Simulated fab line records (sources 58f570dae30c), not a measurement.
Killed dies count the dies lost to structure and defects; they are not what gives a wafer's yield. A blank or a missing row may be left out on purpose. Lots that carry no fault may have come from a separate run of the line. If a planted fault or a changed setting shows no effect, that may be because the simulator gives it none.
Chamber matching :: flow berkeley_cmos170 :: UCB170_PWELL_ETCH_14 on rie_diel-02: 4 sister chambers
The step etches Si3N4 in CH3F/Ar/O2, stops on SiO2, target depth 242 nm, time 151 s. 14 wafers are shown with their chamber, then 7 later ones without.

== WAFERS, EACH WITH ITS CHAMBER ==
wafer: L540.1
chamber: 0
throttle_valve_pct (%): 7.92
oes_product_au (a.u.): 0.938

wafer: L540.2
chamber: 3
throttle_valve_pct (%): 8.01
oes_product_au (a.u.): 0.932

wafer: L540.5
chamber: 0
throttle_valve_pct (%): 7.92
oes_product_au (a.u.): 0.931

wafer: L542.3
chamber: 0
throttle_valve_pct (%): 7.93
oes_product_au (a.u.): 0.932

wafer: L542.4
chamber: 1
throttle_valve_pct (%): 7.92
oes_product_au (a.u.): 0.929

wafer: L542.5
chamber: 2
throttle_valve_pct (%): 7.97
oes_product_au (a.u.): 0.972

wafer: L543.3
chamber: 1
throttle_valve_pct (%): 7.92
oes_product_au (a.u.): 0.938

wafer: L543.4
chamber: 0
throttle_valve_pct (%): 7.92
oes_product_au (a.u.): 0.935

wafer: L543.5
chamber: 2
throttle_valve_pct (%): 7.97
oes_product_au (a.u.): 0.968

wafer: L544.2
chamber: 0
throttle_valve_pct (%): 7.93
oes_product_au (a.u.): 0.948

wafer: L544.3
chamber: 1
throttle_valve_pct (%): 7.94
oes_product_au (a.u.): 0.947

wafer: L544.6
chamber: 1
throttle_valve_pct (%): 7.97
oes_product_au (a.u.): 0.950

wafer: L548.2
chamber: 2
throttle_valve_pct (%): 7.95
oes_product_au (a.u.): 0.983

wafer: L548.3
chamber: 0
throttle_valve_pct (%): 7.93
oes_product_au (a.u.): 0.952

SIGNATURES (means of the wafers above)
reading: throttle_valve_pct
chamber 0: 7.9250
chamber 1: 7.9375
chamber 2: 7.9633
chamber 3: 8.0100
scatter within a chamber: 0.0145

reading: oes_product_au
chamber 0: 0.93933
chamber 1: 0.94100
chamber 2: 0.97433
chamber 3: 0.93200
scatter within a chamber: 0.00877
Rule: a wafer lies at a distance from a chamber equal to the root of the sum of squares, over the readings, of (its reading less the chamber's mean, divided by the reading's scatter). The wafer belongs to the nearest chamber; if the next one is less than 2 further off, it can't be placed. The scatter: take each reading less its chamber's mean, square it, sum over the shown wafers, divide by the number of wafers less the number of chambers, and take the root.

== WAFERS WHOSE CHAMBER IS MISSING ==
wafer: L548.6
throttle_valve_pct (%): 7.96
oes_product_au (a.u.): 0.973

wafer: L549.2
throttle_valve_pct (%): 7.95
oes_product_au (a.u.): 0.946

wafer: L549.4
throttle_valve_pct (%): 7.99
oes_product_au (a.u.): 0.932

wafer: L549.6
throttle_valve_pct (%): 7.98
oes_product_au (a.u.): 0.968

wafer: L556.3
throttle_valve_pct (%): 7.95
oes_product_au (a.u.): 0.979

wafer: L556.4
throttle_valve_pct (%): 7.93
oes_product_au (a.u.): 0.954

wafer: L556.5
throttle_valve_pct (%): 7.98
oes_product_au (a.u.): 0.978

== WHICH CHAMBER EACH WENT THROUGH ==
wafer: L548.6
from the rows above: 2
in truth: 2

wafer: L549.2
from the rows above: can't be placed: 1 or 0
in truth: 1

wafer: L549.4
from the rows above: 3
in truth: 3

wafer: L549.6
from the rows above: 2
in truth: 2

wafer: L556.3
from the rows above: 2
in truth: 2

wafer: L556.4
from the rows above: can't be placed: 1 or 0 or 2
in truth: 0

wafer: L556.5
from the rows above: 2
in truth: 2
5 of 7 placed correctly. Unplaceable from these rows: 2, with the true chamber sitting among the candidates in 2. Number placed wrongly: 0.
